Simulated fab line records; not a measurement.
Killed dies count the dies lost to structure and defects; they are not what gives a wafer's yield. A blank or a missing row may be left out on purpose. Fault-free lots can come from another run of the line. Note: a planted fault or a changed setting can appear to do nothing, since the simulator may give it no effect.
fab line records | flow berkeleyCmos170 | part 2 of 2: steps 30 to 42 of 42
record lots=5 | wafers=15 | lastDay=13
route steps=331 shown NSD@191 BACKSIDE@199 SDANNEAL@204 PSD@206 PLDD@208 NLDD@209 SILICIDE@210 CONTACT@216
lots with no fault: from the same line, run without faults
startH: the number of hours between the record's first day and the start of the first shown wafer of the lot | waitH: hours since the lot's step before | " the same as in the row above | L1.1+2: a row that stands for several wafers | - value missing, or start not given | * or withheld: withheld | < > ~ a bound
route shown NAME@n: a module of which the file shows steps, and the number in the route of the first | usual: mean and standard deviation over wafers with no fault | same: alike in all rows | chamber/n: place in a boat | sites: the reading at each site | _std_site: the standard deviation of these | _edge_site: outer sites' mean less inner sites' | radiusMm: for every site, how far away it sits from the centre of the wafer | mask NAME#n: copy n | behind: tool/chamber where the wafer was last shaped | hold: what put the lot on hold/how long, in hours/how the hold closed | device: the n, p or np transistor that did not switch | end of line: tests of these same wafers at the route's end | where a step has no rows: the recipe by itself | killed: count of dies lost to structure and defects at first sort (not the wafer's yield) | map: per-die view of a wafer (x killed, . not killed, _ where there is no die)
set.NAME: setting as actually run; set.NAME@STEP: the setting as run at that earlier step | model.NAME: the simulator's own value behind a step, which no gauge read
a table for each step, a row for each wafer; lots at some steps of the route
services: a tool's chamber out of use, with start hour (startH, from the record's first day; less than 0 if before it), hours out, and reason
## steps
# step UCB170_CONTACT_COAT_04
# recipe resist=KrF | spinRpm=1500 | resistThkNm=900
# usual dispensePressureKPa=55.9/2
lot.wafer | tool          | chamber | startH | waitH | dispensePressureKPa
L083.1    | lithoTrack-01 | 0       | 237.46 | 0.1   | 57.3
L083.3    | "             | 0       | "      | "     | 57.3
L083.5    | "             | 0       | "      | "     | 57.3
L089.2    | lithoTrack-02 | 0       | 237.73 | 0.1   | 53.7
L089.3    | "             | 0       | "      | "     | 53.7
L089.6    | "             | 0       | "      | "     | 53.7
L091.1    | lithoTrack-01 | 0       | 258.43 | 0.1   | 57.3
L091.2    | "             | 0       | "      | "     | 57.3
L091.6    | "             | 0       | "      | "     | 57.3
L090.2    | lithoTrack-04 | 0       | 258.49 | 0.1   | 58.3
L090.3    | "             | 0       | "      | "     | 58.3
L090.4    | "             | 0       | "      | "     | 58.3
L096.1    | lithoTrack-02 | 0       | 284.11 | 0.1   | 53.7
L096.4    | "             | 0       | "      | "     | 53.7
L096.5    | "             | 0       | "      | "     | 53.7
# step UCB170_CONTACT_SOFTBAKE_05
# recipe resist=KrF | tempC=130 | timeS=60
lot.wafer  | tool          | chamber | startH | waitH
L083.1+3+5 | lithoTrack-01 | 0       | 237.61 | 0.1
L089.2+3+6 | lithoTrack-02 | 0       | 237.88 | 0.1
L091.1+2+6 | lithoTrack-01 | 0       | 258.58 | 0.1
L090.2+3+4 | lithoTrack-04 | 0       | 258.64 | 0.1
L096.1+4+5 | lithoTrack-02 | 0       | 284.26 | 0.1
# step UCB170_CONTACT_STRIP_06
# recipe chemistry=O2 | powerW=400 | pressureMtorr=3500 | platenTempC=withheld | o2FlowSccm=400 | overashFraction=0.5
# usual drypumpMotorCurrentA=5.8/0.52 | oesProductAu=0.735/0.0041 | stripTimeToEndpointS=21.97/0.054
lot.wafer | tool           | chamber | startH | waitH | drypumpMotorCurrentA | oesProductAu | rfHoursCounterH | stripTimeToEndpointS
L083.1    | plasmaAsher-01 | 0       | 237.76 | 0.1   | 5.3                  | 0.735        | 47              | 22.02
L083.3    | "              | 1       | "      | "     | 6.4                  | 0.735        | -               | 22.04
L083.5    | "              | 0       | "      | "     | 5.3                  | 0.742        | -               | 21.93
L089.2    | plasmaAsher-02 | 1       | 238.01 | 0.1   | 5.8                  | 0.724        | 14              | 22.08
L089.3    | "              | 1       | "      | "     | 5.8                  | 0.732        | -               | 22.06
L089.6    | "              | 1       | "      | "     | 5.8                  | 0.739        | -               | 22.07
L091.1    | plasmaAsher-01 | 0       | 258.73 | 0.1   | 5.3                  | 0.741        | 50              | 21.98
L091.2    | "              | 1       | "      | "     | 6.4                  | 0.735        | 50              | 21.99
L091.6    | "              | 0       | "      | "     | 5.3                  | 0.735        | -               | 21.97
L090.2    | plasmaAsher-02 | 1       | 258.76 | 0.1   | 5.7                  | 0.737        | 17              | 21.95
L090.3    | "              | 1       | "      | "     | 5.7                  | 0.731        | -               | 21.90
L090.4    | "              | 0       | "      | "     | 6.5                  | 0.731        | -               | 21.97
L096.1    | plasmaAsher-03 | 1       | 284.41 | 0.1   | 5.1                  | 0.729        | 52              | 22.04
L096.4    | "              | 0       | "      | "     | 5.9                  | 0.739        | -               | 22.00
L096.5    | "              | 0       | "      | "     | 5.8                  | 0.735        | -               | 21.96
# step UCB170_CONTACT_CLEAN_07
# recipe chemistry=SPM | tempC=120 | timeS=600
lot.wafer  | tool        | chamber | startH | waitH
L083.1+3+5 | wetBench-02 | 0       | 237.95 | 0.2
L089.2+3+6 | wetBench-03 | 0       | 238.11 | 0.1
L090.2+3+4 | wetBench-04 | 3       | 258.94 | 0.1
L091.1+2+6 | wetBench-04 | 3       | 258.94 | 0.2
L096.1+4+5 | wetBench-03 | 2       | 284.51 | 0.1
# step UCB170_CONTACT_RTA_08
# recipe tempC=900 | timeS=10 | ambient=N2
# usual lampPowerPct=23.5/1.6 | wafer_temp_C_max=903.2/0.75
lot.wafer | tool         | chamber | startH | waitH | lampPowerPct | wafer_temp_C_max
L083.1    | rtpAnneal-01 | 0       | 238.12 | 0.0   | 24.7         | 904.2
L083.3    | "            | 0       | "      | "     | 24.8         | 902.5
L083.5    | "            | 0       | "      | "     | 24.7         | 904.0
L089.2    | rtpAnneal-02 | 0       | 238.31 | 0.0   | 21.5         | 902.5
L089.3    | "            | 0       | "      | "     | 21.5         | 903.7
L089.6    | "            | 0       | "      | "     | 21.5         | 903.2
L091.1    | rtpAnneal-02 | 0       | 259.11 | 0.0   | 21.6         | 901.9
L091.2    | "            | 0       | "      | "     | 21.5         | 902.5
L091.6    | "            | 0       | "      | "     | 21.5         | 902.9
L090.2    | rtpAnneal-01 | 0       | 259.13 | 0.0   | 24.8         | 902.6
L090.3    | "            | 0       | "      | "     | 24.7         | 904.2
L090.4    | "            | 0       | "      | "     | 24.8         | 903.5
L096.1    | rtpAnneal-01 | 0       | 284.68 | 0.0   | 24.8         | 903.2
L096.4    | "            | 0       | "      | "     | 24.7         | 903.7
L096.5    | "            | 0       | "      | "     | 24.7         | 903.9
# step UCB170_CONTACT_COAT_09
# recipe resist=BARC | tempC=withheld | timeS=withheld | spinRpm=3000 | resistThkNm=withheld
# usual dispensePressureKPa=55.9/2
lot.wafer | tool          | chamber | startH | waitH | dispensePressureKPa
L083.1    | lithoTrack-04 | 0       | 238.68 | 0.5   | 58.3
L083.3    | "             | 0       | "      | "     | 58.3
L083.5    | "             | 0       | "      | "     | 58.3
L089.2    | lithoTrack-02 | 0       | 238.93 | 0.6   | 53.7
L089.3    | "             | 0       | "      | "     | 53.7
L089.6    | "             | 0       | "      | "     | 53.7
L091.1    | lithoTrack-01 | 0       | 259.18 | 0.1   | 57.3
L091.2    | "             | 0       | "      | "     | 57.4
L091.6    | "             | 0       | "      | "     | 57.3
L090.2    | lithoTrack-01 | 0       | 259.66 | 0.5   | 57.3
L090.3    | "             | 0       | "      | "     | 57.4
L090.4    | "             | 0       | "      | "     | 57.3
L096.1    | lithoTrack-02 | 0       | 285.13 | 0.4   | 53.7
L096.4    | "             | 0       | "      | "     | 53.7
L096.5    | "             | 0       | "      | "     | 53.7
# step UCB170_CONTACT_COAT_10
# recipe resist=KrF | spinRpm=1500 | resistThkNm=900
# usual dispensePressureKPa=55.8/2
lot.wafer | tool          | chamber | startH | waitH | dispensePressureKPa
L083.1    | lithoTrack-04 | 0       | -      | -     | 58.3
L083.3    | "             | 0       | "      | "     | 58.2
L083.5    | "             | 0       | "      | "     | 58.3
L089.2    | lithoTrack-02 | 0       | -      | -     | 53.7
L089.3    | "             | 0       | "      | "     | 53.7
L089.6    | "             | 0       | "      | "     | 53.7
L091.1    | lithoTrack-01 | 0       | -      | -     | 57.3
L091.2    | "             | 0       | "      | "     | 57.3
L091.6    | "             | 0       | "      | "     | 57.3
L090.2    | lithoTrack-01 | 0       | -      | -     | 57.3
L090.3    | "             | 0       | "      | "     | 57.3
L090.4    | "             | 0       | "      | "     | 57.3
L096.1    | lithoTrack-02 | 0       | -      | -     | 53.7
L096.4    | "             | 0       | "      | "     | 53.7
L096.5    | "             | 0       | "      | "     | 53.7
# step UCB170_CONTACT_SOFTBAKE_11
# recipe resist=KrF | tempC=130 | timeS=60
lot.wafer  | tool          | chamber | startH | waitH
L083.1+3+5 | lithoTrack-04 | 0       | -      | -
L089.2+3+6 | lithoTrack-02 | 0       | -      | -
L091.1+2+6 | lithoTrack-01 | 0       | -      | -
L090.2+3+4 | lithoTrack-01 | 0       | -      | -
L096.1+4+5 | lithoTrack-02 | 0       | -      | -
# step UCB170_CONTACT_EXPOSE_12
# recipe maskId=CONT | targetCdNm=700 | na=0.5 | sigmaOuter=0.6 | sourceShape=conventional | doseMj=35
# same na=0.5
lot.wafer  | tool          | chamber | startH | waitH | mask
L083.1+3+5 | krfScanner-02 | 0       | 239.39 | -     | CONT#0
L089.2+3+6 | krfScanner-02 | 0       | 239.53 | -     | CONT#0
L091.1+2+6 | krfScanner-01 | 0       | 259.63 | -     | CONT#0
L090.2+3+4 | krfScanner-02 | 0       | 260.23 | -     | CONT#0
L096.1+4+5 | krfScanner-02 | 0       | 285.58 | -     | CONT#0
# step UCB170_CONTACT_PEB_13
# recipe pebTempC=130 | pebTimeS=withheld | resist=KrF
lot.wafer  | tool          | chamber | startH | waitH
L083.1+3+5 | lithoTrack-02 | 0       | 240.08 | 0.7
L089.2+3+6 | lithoTrack-04 | 0       | 240.15 | 0.6
L091.1+2+6 | lithoTrack-01 | 0       | 260.08 | 0.4
L090.2+3+4 | lithoTrack-01 | 0       | 260.38 | 0.1
L096.1+4+5 | lithoTrack-04 | 0       | 285.88 | 0.3
# step UCB170_CONTACT_DEVELOP_14
# recipe developer=TMAH | developTimeS=45 | resist=KrF | devTempC=21
# same developTimeS=45
lot.wafer  | tool          | chamber | startH | waitH
L083.1+3+5 | lithoTrack-02 | 0       | -      | -
L089.2+3+6 | lithoTrack-04 | 0       | -      | -
L091.1+2+6 | lithoTrack-01 | 0       | -      | -
L090.2+3+4 | lithoTrack-01 | 0       | -      | -
L096.1+4+5 | lithoTrack-04 | 0       | -      | -
# step UCB170_CONTACT_CD_MEAS_15
# recipe targetCdNm=700
# usual cdNm=700.0/1.3
lot.wafer | tool     | chamber | startH | waitH | cdNm
L083.1    | cdSem-02 | -       | 240.59 | -     | 699.0
L083.3    | "        | -       | "      | "     | 699.0
L083.5    | "        | -       | "      | "     | 699.3
L089.2    | cdSem-02 | -       | 240.73 | -     | 697.7
L089.3    | "        | -       | "      | "     | 698.3
L089.6    | "        | -       | "      | "     | 696.5
L091.1    | cdSem-02 | -       | 260.36 | -     | 698.7
L091.2    | "        | -       | "      | "     | 699.4
L091.6    | "        | -       | "      | "     | 698.2
L090.2    | cdSem-01 | -       | 260.65 | -     | 700.9
L090.3    | "        | -       | "      | "     | 700.8
L090.4    | "        | -       | "      | "     | 701.7
L096.1    | cdSem-01 | -       | 286.16 | -     | 700.4
L096.4    | "        | -       | "      | "     | 701.7
L096.5    | "        | -       | "      | "     | 701.3
# step UCB170_CONTACT_OVL_MEAS_16
# usual CONTACT_OVL=-3/5.7
lot.wafer | tool       | chamber | startH | waitH | CONTACT_OVL[nm]
L083.1    | overlay-02 | -       | 240.71 | 0.1   | -8
L083.3    | "          | -       | "      | "     | -7
L083.5    | "          | -       | "      | "     | -3
L089.2    | overlay-02 | -       | 240.84 | 0.1   | -1
L089.3    | "          | -       | "      | "     | -7
L089.6    | "          | -       | "      | "     | -9
L091.1    | overlay-02 | -       | 260.48 | 0.1   | -2
L091.2    | "          | -       | "      | "     | 4
L091.6    | "          | -       | "      | "     | 0
L090.2    | overlay-02 | -       | 260.76 | 0.1   | -10
L090.3    | "          | -       | "      | "     | -14
L090.4    | "          | -       | "      | "     | -19
L096.1    | overlay-02 | -       | 286.28 | 0.1   | -7
L096.4    | "          | -       | "      | "     | -2
L096.5    | "          | -       | "      | "     | 3
## services
tool           | chamber | startH | hours | kind
krfScanner-02  | -       | 207.46 | 1.3   | pm
plasmaAsher-02 | -       | 208.48 | 0.3   | repair
plasmaAsher-04 | -       | 217.16 | 7.8   | repair
krfScanner-01  | -       | 221.41 | 1.3   | pm
pvdSputter-01  | -       | 225.01 | 2.6   | repair
plasmaAsher-04 | -       | 226.76 | 2.8   | pm
pvdSputter-04  | -       | 239.42 | 0.5   | repair
implanter-02   | -       | 239.77 | 3.2   | repair
pvdSputter-03  | -       | 242.67 | 0.5   | repair
implanter-03   | -       | 244.32 | 4.7   | pm
plasmaAsher-03 | -       | 263.63 | 0.6   | repair
pvdSputter-01  | -       | 265.23 | 7.5   | repair
krfScanner-01  | 0       | 266.37 | -     | calibration
krfScanner-01  | -       | 268.62 | 0.8   | pm
pvdSputter-03  | -       | 271.46 | 3.9   | repair
krfScanner-02  | 0       | 271.49 | -     | calibration
pvdSputter-01  | -       | 276.36 | 3.4   | repair
